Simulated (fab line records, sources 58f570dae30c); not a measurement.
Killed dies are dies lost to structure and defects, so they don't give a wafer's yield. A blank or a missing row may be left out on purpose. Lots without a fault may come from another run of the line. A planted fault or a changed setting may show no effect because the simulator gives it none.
One fault seen from 2 desks | flow berkeley_cmos170 | each desk has only its own numbers; what lay behind them comes last

THE TOOL OWNER'S DESK: rie_diel-01
The tool's own readings at UCB170_M3_ETCH_17 (etches BARC in N2/H2): means of the sampled wafers that have a number, for each lot that ran on this tool. A lot is out of limits, marked OUT, if its mean lies more than 4 standard deviations from the usual mean; the brackets give that distance.
Columns: A = bias_w at UCB170_M3_ETCH_17, usual 100.0 W; B = chamber_pressure_mTorr at UCB170_M3_ETCH_17, usual 30.002 mTorr; C = drypump_motor_current_A at UCB170_M3_ETCH_17, usual 5.6 A; D = oes_product_au at UCB170_M3_ETCH_17, usual 1.000 a.u.; E = throttle_valve_pct at UCB170_M3_ETCH_17, usual 13.31 %
lot  | first seen here | A               | B      | C   | D     | E
L796 | day 9 18:17     | 99.9            | 29.990 | 5.3 | 0.998 | 13.43
L808 | day 12 17:32    | 120.0 (+67) OUT | 29.984 | 5.5 | 1.057 | 13.32
L807 | day 12 19:29    | 120.0 (+67) OUT | 30.017 | 5.7 | 1.056 | 13.27
This desk's finding: out of limits on L807, L808; first on L808, day 12 17:32 (bias_w at UCB170_M3_ETCH_17). In limits: L796.

THE METROLOGY DESK
What the gauges read, lot by lot, whatever tool the lot ran on: means of the sampled wafers that have a number. A lot is out of limits, marked OUT, if its mean lies more than 4 standard deviations from the usual mean; the brackets give that distance.
Columns: A = cd_nm at UCB170_M3_CD_MEAS_15, usual 699.7 nm; B = M3_OVL at UCB170_M3_OVL_MEAS_16, usual 0 nm
lot  | first seen here | A     | B
L796 | day 9 18:08     | 699.4 | -1
L799 | day 10 16:49    | 699.7 | 0
L808 | day 12 17:25    | 700.9 | 3
L807 | day 12 19:19    | 701.0 | -3
L813 | day 13 15:43    | 700.0 | -1
L815 | day 14 00:22    | 697.0 | -2
This desk's finding: nothing out of limits on any of the 6 lots.

PUT TOGETHER
The tool owner's desk could have raised an alarm at day 12 17:32, on L807, L808.
The metrology desk saw nothing out of limits.
The metrology desk has L807, L808 on record, within its limits.
Of the lots named, all ran UCB170_M3_ETCH_17 on rie_diel-01.

WHAT THE SIMULATOR HAD PUT IN
Process parameter drift: rie_diel-01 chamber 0, from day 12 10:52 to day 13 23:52, at UCB170_M3_ETCH_17. Setting bias_w, moved by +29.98, from 100. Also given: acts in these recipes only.
Lots struck among those shown: L807, L808.
Hours from the fault's start to each desk's first reading out of limits: the tool owner's desk, 7.
